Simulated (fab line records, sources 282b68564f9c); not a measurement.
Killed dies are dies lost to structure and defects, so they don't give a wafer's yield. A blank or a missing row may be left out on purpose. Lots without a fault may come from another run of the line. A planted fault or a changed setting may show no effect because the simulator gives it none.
fab line records | flow rit_cmos
record lots=6 wafers=18 last_day=7
route steps=202 shown ACTIVE@11 FOX1@20 FOX2@23 NWELL@28 PWELL@39 WELLDRIVE@50 SILICIDE@161 M1@202
lots that met no fault: from a run of the same line without faults
start_h: hours from the record's first day to the start of the lot's first wafer shown | wait_h: hours since the lot's step before | " the same as in the row above | L1.1+2: a row that stands for several wafers | - no value, or no start given | * or withheld: withheld | < > ~ a bound
route shown NAME@n: a module of which the file shows steps, and the number in the route of the first | usual: mean/standard deviation of fault-free wafers | same: alike in all rows | chamber/n: place in a boat | sites: the reading at each site | _std_site: their standard deviation | _edge_site: outer sites' mean less inner sites' | radius_mm: how far each site lies from the wafer's centre | mask NAME#n: copy n | behind: the tool/chamber that last shaped the wafer | hold: why the lot was held/for how many hours/how that ended | device: the transistor (n, p or np) that didn't switch | end of line: the same wafers' tests at the end of the route | a step without rows: its recipe alone | killed: dies lost to structure and defects at the first sort, not the wafer's yield | map: a wafer's dies, x killed, . not, _ none there
set.NAME: the setting as run; set.NAME@STEP: as run at that earlier step | model.NAME: the simulator's own value behind a step, which no gauge read
lots at some steps of the route; a table a step, a row a wafer
services: from which hour (start_h, from the record's first day; less than 0 if before it) a tool's chamber was out of use, for how many hours, and why
## steps
# step RIT_ACTIVE_DEVELOP_10
# recipe resist=NOVOLAK develop_time_s=52 dev_temp_c=23
# step RIT_ACTIVE_CD_MEAS_11
# recipe target_cd_nm=1400
# usual cd_nm=1400.3/2.5
# columns lot.wafer tool chamber start_h wait_h cd_nm
L339.2 cd_sem-01 - 29.58 - 1395.7
L339.4 " - " " 1397.6
L339.5 " - " " 1394.4
L343.2 cd_sem-01 - 50.90 - 1402.2
L343.5 " - " " 1400.9
L343.6 " - " " 1402.1
L345.1 cd_sem-01 - 61.70 - 1397.8
L345.2 " - " " 1397.8
L345.6 " - " " 1398.4
L346.3 cd_sem-01 - 65.36 - 1400.3
L346.4 " - " " 1401.3
L346.6 " - " " 1400.9
L349.3 cd_sem-01 - 79.48 - 1404.7
L349.4 " - " " 1404.1
L349.5 " - " " 1406.1
L359.1 cd_sem-01 - 129.94 - 1399.3
L359.4 " - " " 1397.4
L359.6 " - " " 1398.2
# step RIT_ACTIVE_HARDBAKE_12
# recipe resist=NOVOLAK temp_c=140 time_s=60
# step RIT_ACTIVE_ETCH_13
# recipe stop_on=SiO2 chemistry=SF6 target=Si3N4 time_s=210 over_etch_frac=0.4 SF6_flow_sccm=200 pressure_mtorr=260 rf_w=125 target_depth_a=2100
# usual drypump_motor_current_A=5.7/0.36 oes_product_au=0.824/0.014 throttle_valve_pct=7.52/0.14
# columns lot.wafer tool chamber start_h wait_h drypump_motor_current_A oes_product_au rf_hours_counter_h throttle_valve_pct
L339.2 rie_diel-03 2 29.83 0.1 5.7 0.835 158 7.31
L339.4 " 3 " " 6.0 0.824 1 7.43
L339.5 " 2 " " 5.7 0.838 - 7.31
L343.2 rie_diel-03 2 51.15 0.1 5.7 0.838 159 7.31
L343.5 " 3 " " 6.0 0.810 - 7.43
L343.6 " 0 " " 5.7 0.792 - 7.56
L345.1 rie_diel-01 2 61.97 0.1 6.1 0.820 47 7.53
L345.2 " 3 " " 5.7 0.819 7 7.60
L345.6 " 3 " " 5.7 0.832 - 7.60
L346.3 rie_diel-02 0 65.59 0.1 5.6 0.829 151 7.62
L346.4 " 3 " " 5.3 0.829 5 7.23
L346.6 " 2 " " 5.5 0.828 - 7.54
L349.3 rie_diel-01 3 79.71 0.1 5.7 0.829 7 7.60
L349.4 " 2 " " 6.1 0.833 48 7.52
L349.5 " 1 " " 5.0 0.818 - 7.53
L359.1 rie_diel-02 1 130.21 0.1 5.4 0.850 74 7.65
L359.4 " 2 " " 5.5 0.832 5 7.55
L359.6 " 2 " " 5.5 0.825 - 7.53
# step RIT_ACTIVE_STRIP_14
# recipe chemistry=O2 time_s=180 resist=NOVOLAK platen_temp_c=withheld power_w=500 pressure_mtorr=4000 o2_flow_sccm=4000
# usual drypump_motor_current_A=5.5/0.38
# columns lot.wafer tool chamber start_h wait_h drypump_motor_current_A rf_hours_counter_h
L339.2 plasma_asher-03 0 29.97 0.1 5.5 40
L339.4 " 1 " " 5.7 -
L339.5 " 0 " " 5.5 -
L343.2 plasma_asher-03 1 51.28 0.1 5.6 43
L343.5 " 1 " " 5.6 -
L343.6 " 0 " " 5.5 -
L345.1 plasma_asher-04 1 62.11 0.1 5.6 28
L345.2 " 0 " " 4.8 28
L345.6 " 0 " " 4.8 -
L346.3 plasma_asher-03 1 65.78 0.1 5.6 -
L346.4 " 0 " " 5.5 -
L346.6 " 1 " " 5.6 -
L349.3 plasma_asher-04 1 79.90 0.1 5.6 -
L349.4 " 0 " " 4.8 -
L349.5 " 1 " " 5.6 -
L359.1 plasma_asher-01 0 130.34 0.1 6.0 2
L359.4 " 0 " " 6.0 -
L359.6 " 1 " " 5.6 -
# step RIT_ACTIVE_CD_MEAS_90
# recipe target_cd_nm=1400
# usual cd_nm=1400.3/2.5
# columns lot.wafer tool chamber start_h wait_h cd_nm
L339.2 cd_sem-02 - 30.16 0.1 1396.0
L339.4 " - " " 1397.2
L339.5 " - " " 1394.5
L343.2 cd_sem-02 - 51.48 0.1 1402.0
L343.5 " - " " 1401.2
L343.6 " - " " 1402.1
L345.1 cd_sem-02 - 62.28 0.1 1398.1
L345.2 " - " " 1397.8
L345.6 " - " " 1398.4
L346.3 cd_sem-01 - 65.93 0.1 1400.5
L346.4 " - " " 1400.6
L346.6 " - " " 1401.1
L349.3 cd_sem-02 - 80.06 0.1 1404.3
L349.4 " - " " 1404.2
L349.5 " - " " 1406.0
L359.1 cd_sem-01 - 130.51 0.1 1399.2
L359.4 " - " " 1397.5
L359.6 " - " " 1398.4
# step RIT_ACTIVE_CLEAN_15
# recipe chemistry=SC1 mix=3:3:50 time_s=600 temp_c=75
# step RIT_ACTIVE_CLEAN_16
# recipe chemistry=dHF dilution=50:1 time_s=30
# step RIT_ACTIVE_CLEAN_17
# recipe chemistry=SC2 mix=3:3:50 time_s=600 temp_c=75 dry=n2_spin
# step RIT_FOX1_OXIDATION_00
# recipe temp_c=1100 ambient=H2O target_thk_a=3507 p_h2o_torr=720 ox_time_s=1130
# step RIT_FOX1_THK_MEAS_01
# recipe reads=SiO2_of_FOX1_OXIDATION_00
# usual FOX1_OXIDE_THK=351/6
# columns lot.wafer tool chamber start_h wait_h FOX1_OXIDE_THK[nm]
L339.2 film_metro-03 - 33.18 0.0 352
L339.4 " - " " 356
L339.5 " - " " 354
L343.2 film_metro-03 - 53.38 0.0 352
L343.5 " - " " 355
L343.6 " - " " 348
L345.1 film_metro-02 - 64.12 0.0 339
L345.2 " - " " 347
L345.6 " - " " 346
L346.3 film_metro-03 - 68.64 0.0 348
L346.4 " - " " 353
L346.6 " - " " 352
L349.3 film_metro-01 - 82.92 0.0 352
L349.4 " - " " 349
L349.5 " - " " 341
L359.1 film_metro-02 - 132.45 0.0 352
L359.4 " - " " 356
L359.6 " - " " 355
# step RIT_FOX1_WET_ETCH_02
# recipe chemistry=BOE target_depth_nm=350 time_s=390 temp_c=21.5 dry=n2_spin dilution=10:1 target=SiO2
# step RIT_FOX2_OXIDATION_00
# recipe temp_c=1100 ambient=H2O target_thk_a=3507 p_h2o_torr=720 ox_time_s=1130
# usual spike_tc_centre_C=1101.8/0.99 spike_tc_load_C=1126.8/1.5 spike_tc_source_C=1128/4.6 tube_center_temp_C=1100/0.094 tube_center_temp_C_max=1102.8/0.48
# columns lot.wafer tool chamber start_h wait_h spike_tc_centre_C spike_tc_load_C spike_tc_source_C tube_center_temp_C tube_center_temp_C_max model.SiO2_of_FOX2_OXIDATION_00.thk_nm
L339.2 furnace-04 0 33.36 0.0 1101.5 1128.3 1133 1099.8 1102.8 346
L339.4 " 0 " " 1102.4 1126.2 1131 1100 1103.0 340.8
L339.5 " 0 " " 1101.9 1128.7 1134 1100 1103.4 343.2
L343.2 furnace-04 0 55.36 1.8 1099.8 1128.4 1132 1099.9 1102.5 346.7
L343.5 " 0 " " 1102.9 1125.7 1134 1099.7 1101.9 351
L343.6 " 0 " " 1100.9 1126.5 1132 1100 1102.5 349.8
L345.1 furnace-04 0 64.30 0.0 1076.6 1104.2 1106 1075.1 1079.4 300.7
L345.2 " 0 " " 1077.4 1103.1 1106 1074.8 1078.1 303.7
L345.6 " 0 " " 1075.6 1102.5 1108 1075 1077.5 309.7
L346.3 furnace-03 0 69.69 0.9 1102.8 1126.2 1123 1100 1102.5 344.2
L346.4 " 0 " " 1100.6 1128.6 1121 1099.9 1102.3 349.1
L346.6 " 0 " " 1101.3 1127.4 1120 1099.9 1102.4 353.4
L349.3 furnace-04 0 83.08 0.0 1076.9 1102.4 1106 1075 1078.3 304.2
L349.4 " 0 " " 1076.1 1101.6 1106 1075.1 1078.0 312.7
L349.5 " 0 " " 1077.1 1103.3 1106 1075.1 1078.1 311
L359.1 furnace-01 0 132.63 0.0 1102.6 1124.5 1126 1100 1102.5 356.2
L359.4 " 0 " " 1103.0 1125.6 1126 1099.9 1103.4 359.5
L359.6 " 0 " " 1102.5 1123.7 1126 1099.9 1102.5 358.1
# step RIT_FOX2_THK_MEAS_01
# recipe reads=SiO2_of_FOX2_OXIDATION_00
# usual FOX2_OXIDE_THK=352/5.5
# columns lot.wafer tool chamber start_h wait_h FOX2_OXIDE_THK[nm]
L339.2 film_metro-04 - 34.69 0.0 346
L339.4 " - " " 341
L339.5 " - " " 343
L343.2 film_metro-02 - 56.68 0.0 347
L343.5 " - " " 351
L343.6 " - " " 350
L345.1 film_metro-03 - 65.61 0.0 300
L345.2 " - " " 304
L345.6 " - " " 310
L346.3 film_metro-02 - 71.03 0.0 344
L346.4 " - " " 349
L346.6 " - " " 354
L349.3 film_metro-02 - 84.41 0.0 304
L349.4 " - " " 312
L349.5 " - " " 311
L359.1 film_metro-02 - 133.94 0.0 356
L359.4 " - " " 359
L359.6 " - " " 359
# step RIT_FOX2_CLEAN_02
# recipe chemistry=dHF dilution=50:1 time_s=180
# step RIT_FOX2_WET_ETCH_03
# recipe chemistry=H3PO4 target=Si3N4 target_depth_nm=195 temp_c=165 time_s=2762
# step RIT_FOX2_THK_MEAS_90
# recipe reads=SiO2_of_FOX2_OXIDATION_00
# usual FIELD_OXIDE_LEFT_1_THK=324/5.5
# columns lot.wafer tool chamber start_h wait_h FIELD_OXIDE_LEFT_1_THK[nm]
L339.2 film_metro-03 - 36.32 0.0 318
L339.4 " - " " 313
L339.5 " - " " 316
L343.2 film_metro-02 - 57.56 0.0 319
L343.5 " - " " 324
L343.6 " - " " 323
L345.1 film_metro-02 - 66.49 0.0 273
L345.2 " - " " 276
L345.6 " - " " 282
L346.3 film_metro-03 - 72.03 0.0 317
L346.4 " - " " 322
L346.6 " - " " 326
L349.3 film_metro-02 - 85.35 0.0 277
L349.4 " - " " 285
L349.5 " - " " 283
L359.1 film_metro-04 - 134.88 0.0 328
L359.4 " - " " 332
L359.6 " - " " 330
# step RIT_NWELL_HMDS_00
# recipe prime_time_s=60 prime_temp_c=140
# step RIT_NWELL_COAT_01
# recipe resist=NOVOLAK spin_rpm=2000 resist_thk_nm=1300
# step RIT_NWELL_SOFTBAKE_02
# recipe resist=NOVOLAK temp_c=90 time_s=60
# step RIT_NWELL_EXPOSE_03
# recipe mask_id=M2 na=0.57 target_cd_nm=43900 dose_mj=250
# step RIT_NWELL_PEB_04
# recipe resist=NOVOLAK temp_c=withheld time_s=withheld
# step RIT_NWELL_DEVELOP_05
# recipe resist=NOVOLAK develop_time_s=68 dev_temp_c=23
# step RIT_NWELL_OVL_MEAS_06
# usual NWELL_OVL=-0.3/1.6
# columns lot.wafer tool chamber start_h wait_h NWELL_OVL[nm]
L339.2 overlay-01 - 37.28 - 0.5
L339.4 " - " " -1.4
L339.5 " - " " -1.1
L343.2 overlay-01 - 58.50 - -0.4
L343.5 " - " " -1.3
L343.6 " - " " 0.5
L345.1 overlay-01 - 67.56 - 2.0
L345.2 " - " " 3.3
L345.6 " - " " 1.8
L346.3 overlay-02 - 73.11 - -2.6
L346.4 " - " " 1.0
L346.6 " - " " -1.2
L349.3 overlay-01 - 86.41 - 1.3
L349.4 " - " " -0.1
L349.5 " - " " 0.6
L359.1 overlay-01 - 135.82 - 0.3
L359.4 " - " " 2.3
L359.6 " - " " -1.1
# step RIT_NWELL_HARDBAKE_07
# recipe resist=NOVOLAK temp_c=140 time_s=120
# step RIT_NWELL_IMPLANT_08
# recipe species=P energy_kev=170 dose_cm2=5e+13 tilt_deg=7
# step RIT_NWELL_STRIP_09
# recipe chemistry=O2 time_s=180 resist=NOVOLAK platen_temp_c=withheld power_w=500 pressure_mtorr=4000 o2_flow_sccm=4000
# usual drypump_motor_current_A=5.7/0.58
# columns lot.wafer tool chamber start_h wait_h drypump_motor_current_A rf_hours_counter_h
L339.2 plasma_asher-04 0 37.71 0.1 4.8 25
L339.4 " 0 " " 4.8 -
L339.5 " 0 " " 4.8 -
L343.2 plasma_asher-04 1 58.93 0.1 5.6 27
L343.5 " 1 " " 5.6 -
L343.6 " 0 " " 4.8 -
L345.1 plasma_asher-02 1 67.99 0.1 6.1 41
L345.2 " 0 " " 6.8 41
L345.6 " 1 " " 6.1 -
L346.3 plasma_asher-02 1 73.59 0.1 6.1 -
L346.4 " 0 " " 6.8 -
L346.6 " 1 " " 6.1 -
L349.3 plasma_asher-03 0 86.89 0.1 5.5 -
L349.4 " 1 " " 5.6 -
L349.5 " 0 " " 5.5 -
L359.1 plasma_asher-04 1 136.26 0.1 5.6 36
L359.4 " 1 " " 5.6 -
L359.6 " 0 " " 4.8 -
# step RIT_NWELL_TW_MEAS_10
# usual NWELL_TW=2151/21
# columns lot.wafer tool chamber start_h wait_h NWELL_TW
L339.2 film_metro-01 - 37.89 0.1 2110
L339.4 " - " " 2106
L339.5 " - " " 2116
L343.2 film_metro-04 - 59.11 0.1 2172
L343.5 " - " " 2161
L343.6 " - " " 2171
L345.1 film_metro-01 - 68.17 0.1 2116
L345.2 " - " " 2128
L345.6 " - " " 2120
L346.3 film_metro-03 - 73.73 0.1 2159
L346.4 " - " " 2158
L346.6 " - " " 2149
L349.3 film_metro-03 - 87.03 0.1 2161
L349.4 " - " " 2166
L349.5 " - " " 2151
L359.1 film_metro-03 - 136.43 0.1 2157
L359.4 " - " " 2149
L359.6 " - " " 2156
# step RIT_PWELL_HMDS_00
# recipe prime_time_s=60 prime_temp_c=140
# step RIT_PWELL_COAT_01
# recipe resist=NOVOLAK spin_rpm=2000 resist_thk_nm=1300
# step RIT_PWELL_SOFTBAKE_02
# recipe resist=NOVOLAK temp_c=90 time_s=60
# step RIT_PWELL_EXPOSE_03
# recipe mask_id=M3 na=0.57 target_cd_nm=43700 dose_mj=250
# step RIT_PWELL_PEB_04
# recipe resist=NOVOLAK temp_c=withheld time_s=withheld
# step RIT_PWELL_DEVELOP_05
# recipe resist=NOVOLAK develop_time_s=68 dev_temp_c=23
# step RIT_PWELL_OVL_MEAS_06
# usual PWELL_OVL=-1.4/1.3
# columns lot.wafer tool chamber start_h wait_h PWELL_OVL[nm]
L339.2 overlay-01 - 38.83 - -4.0
L339.4 " - " " -3.0
L339.5 " - " " -3.4
L343.2 overlay-02 - 60.17 - -2.3
L343.5 " - " " -0.4
L343.6 " - " " -1.9
L345.1 overlay-01 - 69.11 - -2.7
L345.2 " - " " -1.7
L345.6 " - " " -1.2
L346.3 overlay-01 - 74.73 - -2.2
L346.4 " - " " -1.3
L346.6 " - " " -2.5
L349.3 overlay-01 - 87.96 - -1.4
L349.4 " - " " -0.4
L349.5 " - " " 0.0
L359.1 overlay-01 - 137.37 - -1.5
L359.4 " - " " -0.7
L359.6 " - " " 0.5
# step RIT_PWELL_HARDBAKE_07
# recipe resist=NOVOLAK temp_c=140 time_s=120
# step RIT_PWELL_IMPLANT_08
# recipe species=B energy_kev=170 dose_cm2=6.877e+13 tilt_deg=7
# step RIT_PWELL_STRIP_09
# recipe chemistry=O2 time_s=180 resist=NOVOLAK platen_temp_c=withheld power_w=500 pressure_mtorr=4000 o2_flow_sccm=4000
# usual drypump_motor_current_A=6.0/0.54
# columns lot.wafer tool chamber start_h wait_h drypump_motor_current_A rf_hours_counter_h
L339.2 plasma_asher-01 1 39.26 0.1 5.6 38
L339.4 " 1 " " 5.6 -
L339.5 " 0 " " 6.1 -
L343.2 plasma_asher-02 1 60.60 0.1 6.0 40
L343.5 " 0 " " 6.8 -
L343.6 " 1 " " 6.1 -
L345.1 plasma_asher-02 1 69.54 0.1 6.0 41
L345.2 " 0 " " 6.8 41
L345.6 " 0 " " 6.8 -
L346.3 plasma_asher-02 0 75.21 0.1 6.8 -
L346.4 " 1 " " 6.1 -
L346.6 " 0 " " 6.8 -
L349.3 plasma_asher-02 1 88.54 0.1 6.1 -
L349.4 " 0 " " 6.8 -
L349.5 " 1 " " 6.1 -
L359.1 plasma_asher-04 0 137.81 0.1 4.8 36
L359.4 " 1 " " 5.6 -
L359.6 " 0 " " 4.8 -
# step RIT_PWELL_TW_MEAS_10
# usual PWELL_TW=950/9.8
# columns lot.wafer tool chamber start_h wait_h PWELL_TW
L339.2 film_metro-04 - 39.44 0.1 965
L339.4 " - " " 960
L339.5 " - " " 961
L343.2 film_metro-01 - 60.79 0.1 938
L343.5 " - " " 940
L343.6 " - " " 936
L345.1 film_metro-03 - 69.72 0.1 950
L345.2 " - " " 946
L345.6 " - " " 957
L346.3 film_metro-04 - 75.35 0.1 966
L346.4 " - " " 972
L346.6 " - " " 965
L349.3 film_metro-03 - 88.68 0.1 951
L349.4 " - " " 948
L349.5 " - " " 950
L359.1 film_metro-03 - 137.98 0.1 950
L359.4 " - " " 948
L359.6 " - " " 955
# step RIT_WELLDRIVE_ANNEAL_00
# recipe temp_c=1100 time_s=14700 ambient=N2
# step RIT_WELLDRIVE_RS_MEAS_01
# recipe thk_meas_gauge=four-point-probe
# usual NWELL_RS=275.7/0.68
# columns lot.wafer tool chamber start_h wait_h NWELL_RS[ohm/sq]
L339.2 film_metro-04 - 45.20 0.0 275.7
L339.4 " - " " 275.7
L339.5 " - " " 275.9
L343.2 film_metro-03 - 67.32 0.0 275.4
L343.5 " - " " 276.2
L343.6 " - " " 275.7
L345.1 film_metro-01 - 75.43 0.0 275.9
L345.2 " - " " 276.5
L345.6 " - " " 276.1
L346.3 film_metro-04 - 80.55 0.0 275.8
L346.4 " - " " 276.4
L346.6 " - " " 276.3
L349.3 film_metro-04 - 94.60 0.0 275.6
L349.4 " - " " 276.1
L349.5 " - " " 275.8
L359.1 film_metro-03 - 144.44 0.0 275.3
L359.4 " - " " 274.8
L359.6 " - " " 274.8
# step RIT_WELLDRIVE_RS_MEAS_02
# recipe thk_meas_gauge=four-point-probe
# usual PWELL_RS=434.5/1.4
# columns lot.wafer tool chamber start_h wait_h PWELL_RS[ohm/sq]
L339.2 film_metro-04 - 45.32 0.1 435.1
L339.4 " - " " 437.1
L339.5 " - " " 435.5
L343.2 film_metro-03 - 67.44 0.1 433.4
L343.5 " - " " 432.7
L343.6 " - " " 432.8
L345.1 film_metro-01 - 75.55 0.1 433.0
L345.2 " - " " 433.0
L345.6 " - " " 432.4
L346.3 film_metro-04 - 80.67 0.1 430.9
L346.4 " - " " 431.5
L346.6 " - " " 431.0
L349.3 film_metro-04 - 94.72 0.1 434.6
L349.4 " - " " 435.4
L349.5 " - " " 436.3
L359.1 film_metro-03 - 144.56 0.1 434.0
L359.4 " - " " 434.8
L359.6 " - " " 434.5
# step RIT_FOX2_THK_MEAS_91
# recipe reads=SiO2_of_FOX2_OXIDATION_00
# usual FIELD_OXIDE_LEFT_2_THK=256/5.6
# columns lot.wafer tool chamber start_h wait_h FIELD_OXIDE_LEFT_2_THK[nm]
L339.2 film_metro-02 - 49.10 0.0 249
L339.4 " - " " 245
L339.5 " - " " 247
L343.2 film_metro-03 - 71.31 0.0 250
L343.5 " - " " 254
L343.6 " - " " 254
L345.1 film_metro-03 - 79.32 0.0 204
L345.2 " - " " 207
L345.6 " - " " 213
L346.3 film_metro-04 - 84.62 0.0 249
L346.4 " - " " 253
L346.6 " - " " 258
L349.3 film_metro-04 - 98.87 0.0 209
L349.4 " - " " 217
L349.5 " - " " 215
L359.1 film_metro-02 - 148.56 0.0 261
L359.4 " - " " 264
L359.6 " - " " 263
# step RIT_SILICIDE_WET_ETCH_00
# recipe chemistry=BOE target=SiO2 target_depth_nm=14 time_s=15 dry=n2_spin dilution=10:1 temp_c=21.5
# usual temp_c=21.51/0.11
# columns lot.wafer tool chamber start_h wait_h temp_c model.SiO2_of_FOX2_OXIDATION_00.thk_nm
L339.2 wet_bench-04 2 71.39 0.1 21.42 144.1
L339.4 " 2 " " 21.39 138.8
L339.5 " 2 " " 21.40 141.1
L343.2 wet_bench-01 3 90.09 0.1 21.56 146.8
L343.5 " 3 " " 21.51 148.9
L343.6 " 3 " " 21.44 150.3
L345.1 wet_bench-04 1 100.84 0.1 21.34 97.09
L345.2 " 1 " " 21.40 102.7
L345.6 " 1 " " 21.47 106.3
L346.3 wet_bench-01 2 105.38 0.1 21.61 145.7
L346.4 " 2 " " 21.43 150.2
L346.6 " 2 " " 21.46 152.9
L349.3 wet_bench-03 0 116.55 0.1 21.43 104.7
L349.4 " 0 " " 21.53 111.2
L349.5 " 0 " " 21.71 111.7
L359.1 wet_bench-04 2 167.53 0.1 21.42 156.6
L359.4 " 2 " " 21.60 159.1
L359.6 " 2 " " 21.44 157.6
# step RIT_M1_PROBE_99
# usual killed_at_front_end=6.9/2.8 killed_dies=7.0/2.8 killed_on_rim=1.8/1.3 killed_open=3.4/2 killed_short=3.5/2.1
# same gross_dies=264 killed_at_M0_to_M3=0 killed_at_M4_up=0 killed_at_back_side=0 killed_at_contacts=0 killed_at_other=0
# columns lot.wafer tool chamber start_h wait_h killed_at_front_end killed_dies killed_on_rim killed_open killed_short model.etest.nldd.width_nm model.etest.pldd.width_nm model.etest.pwell.rs_ohm_sq model.etest.field_n.vt_v model.etest.field_p_metal.vt_v model.etest.iso_nwell_nwell.bv_v model.etest.field_p.vt_v model.etest.iso_pplus_pwell.lateral_log10_a_um
L339.2 prober-02 - 78.30 0.1 9 9 2 5 4 3196 3187 420.4 33.69 -29.89 22.29 -12.8 -9.321
L339.4 prober-02 - 78.40 0.2 6 6 0 4 2 3187 3186 423.3 32.97 -30.25 22.06 -12.79 -9.321
L339.5 prober-02 - 78.45 0.2 7 7 3 4 3 3191 3195 414.1 33.26 -29.95 22.37 -12.81 -9.3
L343.2 prober-02 - 97.03 0.1 2 2 1 1 1 3185 3179 420.6 33.87 -29.5 22.11 -12.57 -9.312
L343.5 prober-02 - 97.18 0.2 6 6 2 4 2 3193 3198 419.5 34.41 -29.4 22.24 -12.51 -9.277
L343.6 prober-02 - 97.23 0.2 4 4 1 1 3 3183 3173 418.5 34.28 -29.68 22.25 -12.64 -9.275
L345.1 prober-02 - 108.35 0.1 11 11 4 6 5 3270 3235 409.9 27.48 -36.95 20.43 -14.43 -9.362
L345.2 prober-02 - 108.40 0.1 1 1 0 1 0 3241 3238 404.9 27.79 -37.61 20.77 -14.36 -9.457
L345.6 prober-02 - 108.60 0.2 8 8 1 4 4 3260 3207 409.6 28.67 -35.94 21.08 -14.25 -9.385
L346.3 prober-01 - 112.38 0.2 2 2 0 1 1 3183 3218 408 33.56 -30.35 22.33 -12.99 -9.293
L346.4 prober-01 - 112.43 0.2 4 4 1 4 0 3197 3193 413.1 34.24 -30.18 22.11 -12.98 -9.278
L346.6 prober-01 - 112.53 0.2 12 12 4 11 1 3183 3187 418.5 34.75 -29.85 22.17 -12.92 -9.326
L349.3 prober-02 - 123.58 0.2 9 9 1 3 5 3224 3230 405.7 27.82 -33.01 21.43 -12.71 -9.368
L349.4 prober-02 - 123.63 0.2 2 2 0 2 0 3234 3230 409.1 28.88 -31.87 21.8 -12.59 -9.255
L349.5 prober-02 - 123.68 0.2 11 11 7 6 4 3237 3254 411.8 28.7 -32.84 21.44 -12.68 -9.363
L359.1 prober-02 - 174.41 0.1 3 3 0 1 2 3157 3174 415.9 35.2 -29.18 22.21 -12.69 -9.312
L359.4 prober-02 - 174.56 0.2 3 3 0 2 1 3144 3136 419.1 35.52 -29.05 22.39 -12.69 -9.236
L359.6 prober-02 - 174.66 0.2 8 8 2 6 2 3159 3165 415.3 35.33 -29.41 22.38 -12.69 -9.262
# killed by level:class
L339.2 SILICIDE:geometric_particle:open=2 ACTIVE:geometric_particle:short=1 FOX1:geometric_particle:short=1 FOX1:geometric_particle:open=1 FOX2:geometric_particle:open=1 GATE:geometric_particle:open=1 GATE:geometric_particle:short=1 REOX:geometric_particle:short=1
L339.4 REOX:geometric_particle:open=3 GATE:geometric_particle:open=1 GATE:geometric_particle:short=1 SPACER:geometric_particle:short=1
L339.5 GATE:geometric_particle:open=2 GATE:geometric_particle:short=2 FOX2:geometric_particle:open=1 SPACER:geometric_particle:short=1 SILICIDE:geometric_particle:open=1
L343.2 SILICIDE:geometric_particle:short=1 SILICIDE:geometric_particle:open=1
L343.5 SPACER:geometric_particle:open=2 GATE:geometric_particle:short=1 REOX:geometric_particle:open=1 SPACER:geometric_particle:short=1 SILICIDE:geometric_particle:open=1
L343.6 FOX1:geometric_particle:open=1 FOX1:geometric_particle:short=1 GATE:geometric_particle:short=1 SILICIDE:geometric_particle:short=1
L345.1 REOX:geometric_particle:short=3 SPACER:geometric_particle:open=3 GATE:geometric_particle:short=2 GATE:geometric_particle:open=2 REOX:geometric_particle:open=1
L345.2 GATE:geometric_particle:open=1
L345.6 GATE:geometric_particle:open=4 GATE:geometric_particle:short=3 REOX:geometric_particle:short=1
L346.3 GATE:geometric_particle:short=1 GATE:geometric_particle:open=1
L346.4 SPACER:geometric_particle:open=2 FOX2:geometric_particle:open=1 SILICIDE:geometric_particle:open=1
L346.6 GATE:geometric_particle:open=4 SILICIDE:geometric_particle:open=3 SPACER:geometric_particle:open=2 FOX1:geometric_particle:open=1 FOX1:geometric_particle:short=1 REOX:geometric_particle:open=1
L349.3 GATE:geometric_particle:short=5 FOX1:geometric_particle:open=1 GATE:geometric_particle:open=1 SPACER:geometric_particle:open=1 PRETRO:coat_microbubble_printed=1
L349.4 GATE:geometric_particle:open=1 REOX:geometric_particle:open=1
L349.5 GATE:geometric_particle:open=4 GATE:geometric_particle:short=2 FOX1:geometric_particle:short=1 REOX:geometric_particle:open=1 REOX:geometric_particle:short=1 SILICIDE:geometric_particle:open=1 NRETRO:coat_microbubble_printed=1
L359.1 FOX1:geometric_particle:short=1 GATE:geometric_particle:short=1 REOX:geometric_particle:open=1
L359.4 FOX1:geometric_particle:open=1 REOX:geometric_particle:open=1 REOX:geometric_particle:short=1
L359.6 FOX1:geometric_particle:open=2 GATE:geometric_particle:open=2 REOX:geometric_particle:short=2 FOX2:geometric_particle:open=1 REOX:geometric_particle:open=1
## services
# columns tool chamber start_h hours kind
rie_diel-01 2 7.11 2.6 repair
wet_bench-01 - 7.19 4.4 pm
plasma_asher-03 - 11.10 14.6 pm
plasma_asher-02 - 33.02 3.0 repair
plasma_asher-01 - 35.35 1.6 repair
rie_diel-02 2 35.61 11.6 repair
rie_diel-02 1 44.26 2.9 repair
rie_diel-02 1 47.14 2.3 repair
rie_diel-02 - 47.66 2.8 pm
furnace-04 - 53.31 2.0 pm
plasma_asher-03 - 62.49 0.7 repair
rie_diel-02 1 82.84 1.4 repair
furnace-01 - 85.12 3.2 pm
wet_bench-03 - 89.76 2.7 repair
plasma_asher-04 - 93.69 0.4 repair
plasma_asher-04 - 105.16 2.2 repair
plasma_asher-01 - 108.75 9.0 pm
plasma_asher-01 0 108.75 9.0 vent_cycle
plasma_asher-01 1 108.75 9.0 vent_cycle
rie_diel-03 2 122.40 5.3 repair
plasma_asher-02 - 123.99 3.4 repair
plasma_asher-02 - 144.26 7.2 repair
furnace-03 - 148.45 4.1 pm
plasma_asher-04 - 162.57 3.1 repair
## key
first_sign step=RIT_FOX2_OXIDATION_00 reading=tube_center_temp_C direction=down sigmas=99+ usual=* struck=*
effect step=RIT_FOX2_OXIDATION_00 reading=tube_center_temp_C_max direction=down sigmas=52 usual=* struck=*
effect step=RIT_FOX2_THK_MEAS_01 reading=FOX2_OXIDE_THK direction=down sigmas=8.2 usual=352 struck=307
effect step=RIT_FOX2_THK_MEAS_90 reading=FIELD_OXIDE_LEFT_1_THK direction=down sigmas=8.2 usual=324 struck=279
effect step=RIT_FOX2_THK_MEAS_91 reading=FIELD_OXIDE_LEFT_2_THK direction=down sigmas=8 usual=256 struck=211
model_effect step=RIT_FOX2_OXIDATION_00 value=SiO2_of_FOX2_OXIDATION_00.thk_nm without=349.8 struck=307
model_effect step=RIT_SILICIDE_WET_ETCH_00 value=SiO2_of_FOX2_OXIDATION_00.thk_nm without=148.5 struck=105.6
model_effect step=RIT_M1_PROBE_99 value=etest.nldd.width_nm without=3202 struck=3244
met_at RIT_FOX2_OXIDATION_00
struck_wafers L345.1,L345.2,L345.6,L349.3,L349.4,L349.5
tester_left_out L345,L349
onset_between 55.36 64.30
fault kind=process_parameter_drift tool=furnace-04 chamber=- onset_h=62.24 steps=RIT_FOX2_OXIDATION_00 channel=temp_c offset=* shape=step end_h=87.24 acts_in=* stated=*
# tester_left_out: of these lots the tester's yield and bins aren't shown, on N5 and GAA mostly nor the transistor test; their killed dies are dies lost to structure and defects alone, not to doping, threshold or leakage, so they don't give the yield
